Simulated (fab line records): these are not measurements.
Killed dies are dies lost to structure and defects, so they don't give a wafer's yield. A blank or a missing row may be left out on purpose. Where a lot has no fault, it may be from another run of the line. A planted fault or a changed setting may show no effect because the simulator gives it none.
fab line records ; flow berkeley-cmos170
[record] lots = 15; wafers = 45; last-day = 14
route steps=331 shown GATE@141 PLDD@155 CONTACT@224
lots with no fault: from the same line, run without faults
start-h: start of the lot's first displayed wafer, in hours after the record's first day ; wait-h: time in hours since the lot's previous step ; " repeats the value in the row above ; L1.1+2: a single row standing in for several wafers ; - no value, or no start was given ; * or withheld: withheld ; < > ~ a bound
route shown NAME@n: names a module that has steps shown in the file, with the first one's number in the route ; usual: mean/standard deviation taken from wafers without a fault ; same: alike in all rows ; chamber/n: place in a boat ; sites: per-site readings ; _std_site: their standard deviation ; _edge_site: inner sites' mean taken away from outer sites' mean ; radius-mm: how far each site lies from the wafer's centre ; mask NAME#n: copy n ; behind: the most recent tool/chamber to have shaped the wafer ; hold: cause of the lot's hold/its duration in hours/its outcome ; device: names the non-switching transistor (n, p or np) ; end of line: at the end of the route, the tests of the same wafers ; where a step has no rows: the recipe by itself ; killed: dies that structure and defects cost at the first sort, which is not the same as the wafer's yield ; map: per-die view of a wafer (x killed, . not killed, _ where there is no die)
set.NAME: the setting the step ran with; set.NAME@STEP: the setting that earlier step ran with ; model.NAME: the simulator's own value behind a step, which no gauge read
a sample of lots followed through the steps of the route, with each step as a table and each wafer as a row
services: the hour from which a tool's chamber was out of use, counted from the record's first day as start-h (under 0 if before that day), plus the number of hours and why
[[steps]]
[step UCB170_GATE_ETCH_15]
[recipe] chemistry = HBr/Cl2; target = poly-Si; stop-on = SiO2; over-etch-frac = 0.3; icp-w = 300; bias-w = 150; time-s = 56.3; pressure-mtorr = 15; HBr_flow_sccm = 150; Cl2_flow_sccm = 50; target-depth-a = 2782
[usual] drypump-motor-current-A = 5.5/0.35; oes-product-au = 0.837/0.012; throttle-valve-pct = 26.45/0.2
[same] time-s = 56.3
lot.wafer;tool;chamber;start-h;wait-h;drypump-motor-current-A;oes-product-au;rf-hours-counter-h;throttle-valve-pct
L845.2;rie-si-02;0;162.01;-;5.2;0.814;106;26.56
L845.4;rie-si-02;1;162.01;-;5.8;0.842;26;26.48
L845.5;rie-si-02;0;162.01;-;5.2;0.819;-;26.56
L844.2;rie-si-02;2;162.52;-;5.6;0.832;105;26.68
L844.5;rie-si-02;3;162.52;-;5.1;0.828;-;26.32
L844.6;rie-si-02;2;162.52;-;5.6;0.825;-;26.68
L846.2;rie-si-01;1;162.83;-;5.9;0.843;80;26.79
L846.5;rie-si-01;1;162.83;-;5.9;0.841;-;26.80
L846.6;rie-si-01;0;162.83;-;5.9;0.857;-;26.13
L849.1;rie-si-02;2;181.96;-;5.6;0.821;105;26.67
L849.4;rie-si-02;1;181.96;-;5.8;0.837;26;26.50
L849.6;rie-si-02;2;181.96;-;5.6;0.819;-;26.66
L848.1;rie-si-01;1;181.97;-;6.0;0.833;80;26.79
L848.2;rie-si-01;3;181.97;-;5.7;0.832;58;26.31
L848.5;rie-si-01;3;181.97;-;5.7;0.843;-;26.32
L852.1;rie-si-01;2;199.36;-;5.1;0.855;1;26.42
L852.3;rie-si-01;3;199.36;-;5.7;0.844;58;26.32
L852.5;rie-si-01;3;199.36;-;5.7;0.841;-;26.31
L853.1;rie-si-01;2;210.24;-;5.1;0.849;1;26.42
L853.2;rie-si-01;0;210.24;-;6.0;0.849;82;26.13
L853.3;rie-si-01;1;210.24;-;6.0;0.848;80;26.79
L857.1;rie-si-01;1;220.82;-;6.0;0.844;80;26.79
L857.4;rie-si-01;2;220.82;-;5.1;0.848;1;26.42
L857.5;rie-si-01;1;220.82;-;5.9;0.851;-;26.81
L856.1;rie-si-02;2;221.07;-;5.6;0.825;105;26.69
L856.3;rie-si-02;3;221.07;-;5.0;0.826;66;26.33
L856.6;rie-si-02;1;221.07;-;5.7;0.836;-;26.48
L855.2;rie-si-01;0;221.34;-;5.9;0.856;82;26.14
L855.3;rie-si-01;2;221.34;-;5.1;0.846;1;26.42
L855.4;rie-si-01;3;221.34;-;5.7;0.839;58;26.32
L865.1;rie-si-01;1;267.96;-;5.9;0.838;80;26.80
L865.3;rie-si-01;0;267.96;-;5.9;0.860;82;26.12
L865.6;rie-si-01;3;267.96;-;5.7;0.835;-;26.33
L864.3;rie-si-02;1;268.16;-;5.8;0.833;26;26.48
L864.5;rie-si-02;1;268.16;-;5.8;0.829;-;26.49
L864.6;rie-si-02;3;268.16;-;5.0;0.828;-;26.31
L863.2;rie-si-01;0;268.39;-;6.0;0.862;82;26.13
L863.3;rie-si-01;1;268.39;-;6.0;0.837;80;26.78
L863.6;rie-si-01;2;268.39;-;5.1;0.854;-;26.40
L867.1;rie-si-02;1;268.51;-;5.8;0.839;26;26.50
L867.5;rie-si-02;1;268.51;-;5.8;0.839;-;26.49
L867.6;rie-si-02;0;268.51;-;5.2;0.836;-;26.55
L866.4;rie-si-01;1;277.22;-;5.9;0.826;80;26.79
L866.5;rie-si-01;3;277.22;-;5.7;0.837;-;26.32
L866.6;rie-si-01;2;277.22;-;5.1;0.854;-;26.40
[step UCB170_PLDD_STRIP_10]
[recipe] chemistry = O2; power-w = 400; pressure-mtorr = 3500; platen-temp-c = withheld; o2-flow-sccm = 400; overash-fraction = 0.5
[usual] drypump-motor-current-A = 5.7/0.52; oes-product-au = 0.735/0.0047; strip-time-to-endpoint-s = 21.66/0.06
[same] overash-fraction = 0.5
lot.wafer;tool;chamber;start-h;wait-h;drypump-motor-current-A;oes-product-au;rf-hours-counter-h;strip-time-to-endpoint-s
L845.2;plasma-asher-02;1;165.69;0.1;5.8;0.727;37;21.79
L845.4;plasma-asher-02;0;165.69;0.1;4.9;0.732;-;21.73
L845.5;plasma-asher-02;1;165.69;0.1;5.9;0.729;-;21.79
L846.2;plasma-asher-02;1;165.97;0.1;5.9;0.734;37;21.56
L846.5;plasma-asher-02;1;165.97;0.1;5.8;0.734;-;21.53
L846.6;plasma-asher-02;0;165.97;0.1;4.9;0.737;-;21.52
L844.2;plasma-asher-04;0;166.13;0.1;6.1;0.740;42;21.70
L844.5;plasma-asher-04;0;166.13;0.1;6.1;0.731;-;21.65
L844.6;plasma-asher-04;1;166.13;0.1;5.3;0.731;-;21.61
L848.1;plasma-asher-02;0;183.96;0.1;4.9;0.741;39;21.64
L848.2;plasma-asher-02;1;183.96;0.1;5.8;0.728;39;21.66
L848.5;plasma-asher-02;1;183.96;0.1;5.9;0.731;-;21.62
L849.1;plasma-asher-01;1;184.26;0.1;6.5;0.729;6;21.68
L849.4;plasma-asher-01;1;184.26;0.1;6.5;0.734;-;21.63
L849.6;plasma-asher-01;1;184.26;0.1;6.5;0.740;-;21.71
L852.1;plasma-asher-02;0;201.24;0.1;4.9;0.732;41;21.66
L852.3;plasma-asher-02;1;201.24;0.1;5.8;0.738;-;21.63
L852.5;plasma-asher-02;1;201.24;0.1;5.9;0.739;-;21.65
L853.1;plasma-asher-02;0;212.11;0.1;4.9;0.744;42;21.57
L853.2;plasma-asher-02;1;212.11;0.1;5.8;0.742;42;21.54
L853.3;plasma-asher-02;0;212.11;0.1;4.9;0.736;-;21.68
L857.1;plasma-asher-02;1;223.50;0.1;5.8;0.733;44;21.61
L857.4;plasma-asher-02;1;223.50;0.1;5.8;0.723;-;21.67
L857.5;plasma-asher-02;0;223.50;0.1;4.9;0.734;-;21.63
L856.1;plasma-asher-04;0;223.62;0.1;6.1;0.735;49;21.65
L856.3;plasma-asher-04;1;223.62;0.1;5.3;0.738;-;21.66
L856.6;plasma-asher-04;0;223.62;0.1;6.1;0.742;-;21.65
L855.2;plasma-asher-02;0;223.87;0.1;4.9;0.741;44;21.69
L855.3;plasma-asher-02;1;223.87;0.1;5.8;0.735;-;21.76
L855.4;plasma-asher-02;0;223.87;0.1;4.9;0.731;-;21.69
L865.1;plasma-asher-01;0;270.27;0.1;5.7;0.735;15;21.65
L865.3;plasma-asher-01;1;270.27;0.1;6.5;0.738;-;21.73
L865.6;plasma-asher-01;1;270.27;0.1;6.5;0.725;-;21.69
L864.3;plasma-asher-04;0;270.58;0.1;6.1;0.729;-;21.70
L864.5;plasma-asher-04;1;270.58;0.1;5.3;0.732;-;21.68
L864.6;plasma-asher-04;0;270.58;0.1;6.1;0.737;-;21.73
L863.2;plasma-asher-01;0;270.77;0.1;5.7;0.733;15;21.71
L863.3;plasma-asher-01;0;270.77;0.1;5.7;0.734;-;21.66
L863.6;plasma-asher-01;0;270.77;0.1;5.8;0.735;-;21.61
L867.1;plasma-asher-04;0;270.85;0.1;6.1;0.728;54;21.64
L867.5;plasma-asher-04;1;270.85;0.1;5.3;0.745;-;21.55
L867.6;plasma-asher-04;0;270.85;0.1;6.1;0.734;-;21.64
L866.4;plasma-asher-02;0;279.24;0.1;4.9;0.725;-;21.71
L866.5;plasma-asher-02;1;279.24;0.1;5.8;0.736;-;21.83
L866.6;plasma-asher-02;0;279.24;0.1;4.9;0.742;-;21.73
[step UCB170_CONTACT_RTA_08]
[recipe] temp-c = 900; time-s = 10; ambient = N2
[usual] chamber-o2-ppm = 1.999/0.021; lamp-power-pct = 26.35/0.13; wafer_temp_C_max = 902.6/0.64
[same] time-s = 10
lot.wafer;tool;chamber;start-h;wait-h;chamber-o2-ppm;lamp-power-pct;wafer_temp_C_max
L846.2;rtp-anneal-01;0;185.62;0.0;1.996;26.23;902.0
L846.5;rtp-anneal-01;0;185.62;0.0;1.997;26.20;903.3
L846.6;rtp-anneal-01;0;185.62;0.0;1.978;26.23;902.9
L845.2;rtp-anneal-01;0;185.94;0.0;1.988;26.23;902.1
L845.4;rtp-anneal-01;0;185.94;0.0;1.975;26.25;901.8
L845.5;rtp-anneal-01;0;185.94;0.0;1.986;26.22;902.9
L844.2;rtp-anneal-01;0;187.52;0.1;2.029;26.25;903.2
L844.5;rtp-anneal-01;0;187.52;0.1;2.023;26.19;902.3
L844.6;rtp-anneal-01;0;187.52;0.1;2.025;26.22;903.2
L848.1;rtp-anneal-02;0;207.88;0.0;2.015;26.51;903.2
L848.2;rtp-anneal-02;0;207.88;0.0;2.013;26.51;903.7
L848.5;rtp-anneal-02;0;207.88;0.0;2.040;26.48;903.3
L849.1;rtp-anneal-01;0;207.93;0.0;1.997;26.21;902.9
L849.4;rtp-anneal-01;0;207.93;0.0;1.982;26.20;902.1
L849.6;rtp-anneal-01;0;207.93;0.0;2.044;26.27;902.8
L852.1;rtp-anneal-02;0;221.25;0.0;1.964;26.47;902.6
L852.3;rtp-anneal-02;0;221.25;0.0;1.993;26.50;903.4
L852.5;rtp-anneal-02;0;221.25;0.0;2.009;26.49;902.7
L853.1;rtp-anneal-02;0;234.83;0.0;1.982;26.54;902.2
L853.2;rtp-anneal-02;0;234.83;0.0;1.986;26.51;902.7
L853.3;rtp-anneal-02;0;234.83;0.0;1.998;26.48;903.2
L856.1;rtp-anneal-01;0;242.17;0.0;2.001;26.25;901.7
L856.3;rtp-anneal-01;0;242.17;0.0;2.021;26.23;901.9
L856.6;rtp-anneal-01;0;242.17;0.0;1.994;26.23;902.1
L857.1;rtp-anneal-02;0;243.41;0.0;1.969;26.49;904.0
L857.4;rtp-anneal-02;0;243.41;0.0;2.013;26.52;902.4
L857.5;rtp-anneal-02;0;243.41;0.0;1.986;26.50;903.5
L855.2;rtp-anneal-01;0;244.20;0.0;1.990;26.23;902.2
L855.3;rtp-anneal-01;0;244.20;0.0;2.025;26.23;902.8
L855.4;rtp-anneal-01;0;244.20;0.0;2.003;26.27;902.6
L865.1;rtp-anneal-01;0;289.97;0.0;2.000;26.22;902.0
L865.3;rtp-anneal-01;0;289.97;0.0;2.000;26.25;902.4
L865.6;rtp-anneal-01;0;289.97;0.0;1.977;26.22;901.9
L863.2;rtp-anneal-02;0;290.98;0.0;2.012;26.51;902.8
L863.3;rtp-anneal-02;0;290.98;0.0;1.976;26.51;902.7
L863.6;rtp-anneal-02;0;290.98;0.0;1.990;26.48;902.7
L867.1;rtp-anneal-01;0;291.14;0.0;1.989;26.22;902.5
L867.5;rtp-anneal-01;0;291.14;0.0;1.985;26.26;902.4
L867.6;rtp-anneal-01;0;291.14;0.0;2.012;26.23;902.1
L864.3;rtp-anneal-02;0;291.34;0.0;2.009;26.48;903.7
L864.5;rtp-anneal-02;0;291.34;0.0;1.996;26.53;903.2
L864.6;rtp-anneal-02;0;291.34;0.0;1.983;26.45;903.6
L866.4;rtp-anneal-02;0;298.99;0.0;1.970;26.50;902.5
L866.5;rtp-anneal-02;0;298.99;0.0;2.015;26.50;903.1
L866.6;rtp-anneal-02;0;298.99;0.0;2.003;26.47;902.4
[step UCB170_CONTACT_PEB_13]
[recipe] peb-temp-c = 130; peb-time-s = withheld; resist = KrF
[usual] chill-plate-temp-C = 23.01/0.1; exhaust-pa = 45.1/0.97
lot.wafer;tool;chamber;start-h;wait-h;chill-plate-temp-C;exhaust-pa
L846.2;litho-track-03;0;186.27;0.1;22.81;45.9
L846.5;litho-track-03;0;186.27;0.1;23.12;45.4
L846.6;litho-track-03;0;186.27;0.1;22.96;44.7
L845.2;litho-track-01;0;186.71;0.1;23.00;45.4
L845.4;litho-track-01;0;186.71;0.1;22.85;43.6
L845.5;litho-track-01;0;186.71;0.1;22.95;45.4
L844.2;litho-track-03;0;188.60;0.1;22.88;45.7
L844.5;litho-track-03;0;188.60;0.1;22.94;45.7
L844.6;litho-track-03;0;188.60;0.1;23.04;44.3
L848.1;litho-track-03;0;208.52;0.1;23.03;45.1
L848.2;litho-track-03;0;208.52;0.1;22.80;45.0
L848.5;litho-track-03;0;208.52;0.1;22.91;45.8
L849.1;litho-track-01;0;208.66;0.1;23.18;46.6
L849.4;litho-track-01;0;208.66;0.1;23.18;46.1
L849.6;litho-track-01;0;208.66;0.1;23.12;45.0
L852.1;litho-track-01;0;222.59;0.6;23.00;44.6
L852.3;litho-track-01;0;222.59;0.6;23.07;44.1
L852.5;litho-track-01;0;222.59;0.6;23.03;44.5
L853.1;litho-track-02;0;235.46;0.1;23.17;44.5
L853.2;litho-track-02;0;235.46;0.1;23.14;43.0
L853.3;litho-track-02;0;235.46;0.1;22.97;43.2
L856.1;litho-track-02;-;242.81;0.1;-;-
L856.3;litho-track-02;-;242.81;0.1;-;-
L856.6;litho-track-02;-;242.81;0.1;-;-
L857.1;litho-track-02;-;244.10;0.1;-;-
L857.4;litho-track-02;-;244.10;0.1;-;-
L857.5;litho-track-02;-;244.10;0.1;-;-
L855.2;litho-track-02;-;244.85;0.1;-;-
L855.3;litho-track-02;-;244.85;0.1;-;-
L855.4;litho-track-02;-;244.85;0.1;-;-
L865.1;litho-track-02;0;292.32;1.0;23.06;44.5
L865.3;litho-track-02;0;292.32;1.0;23.03;45.8
L865.6;litho-track-02;0;292.32;1.0;22.96;44.2
L863.2;litho-track-01;0;292.74;0.7;23.05;44.7
L863.3;litho-track-01;0;292.74;0.7;23.12;45.4
L863.6;litho-track-01;0;292.74;0.7;23.07;45.8
L867.1;litho-track-01;0;292.99;0.5;23.05;45.2
L867.5;litho-track-01;0;292.99;0.5;22.95;44.9
L867.6;litho-track-01;0;292.99;0.5;23.09;44.5
L864.3;litho-track-03;0;293.72;1.0;22.99;43.1
L864.5;litho-track-03;0;293.72;1.0;23.08;44.3
L864.6;litho-track-03;0;293.72;1.0;23.17;44.3
L866.4;litho-track-03;0;299.79;0.1;22.88;45.3
L866.5;litho-track-03;0;299.79;0.1;22.86;44.9
L866.6;litho-track-03;0;299.79;0.1;22.84;45.3
[[services]]
tool;chamber;start-h;hours;kind
rie-si-02;3;182.66;3.5;repair
rtp-anneal-02;-;184.94;4.4;pm
rie-si-01;-;194.41;2.8;pm
rie-si-02;0;232.15;-;clean
rie-si-02;0;232.15;24.4;scheduled-down
rie-si-02;0;232.15;24.4;vent-cycle
plasma-asher-01;-;236.22;1.2;repair
rie-si-02;-;239.43;2.8;pm
rie-si-02;2;263.27;6.2;repair
rie-si-02;2;273.86;2.2;repair
rie-si-02;2;285.58;7.9;repair
rie-si-02;2;293.52;-;clean
rie-si-02;2;293.52;22.9;scheduled-down
rie-si-02;2;293.52;22.9;vent-cycle
[[key]]
[first-sign] step = UCB170_CONTACT_PEB_13; reading = tool-record; direction = missing
effect none on later readings
met-at UCB170_CONTACT_PEB_13
struck-lots L855,L856,L857
later-rows-left-out L855.2,L855.3,L855.4,L856.1,L856.3,L856.6,L857.1,L857.4,L857.5
sort-left-out L855.2,L855.3,L855.4,L856.1,L856.3,L856.6,L857.1,L857.4,L857.5
tester-left-out L855,L856,L857
not-acting-at UCB170_GATE_ETCH_15,UCB170_PLDD_STRIP_10,UCB170_CONTACT_RTA_08
onset-between 235.46 242.81
[fault] kind = skipped-step-whole; tool = litho-track-02; chamber = -; onset-h = 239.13; steps = UCB170_CONTACT_PEB_13; scope = struck-lots-only
// tester-left-out: of these lots the tester's yield and bins aren't shown, on N5 and GAA mostly nor the transistor test; their killed dies are dies lost to structure and defects alone, not to doping, threshold or leakage, so they don't give the yield
// sort-left-out: the simulated sort isn't trusted on such a fault, so these wafers' sort isn't shown, and their yield isn't known
// later-rows-left-out: the simulator's readings of these wafers behind a module that went badly wrong aren't trusted and aren't shown, but for the sort
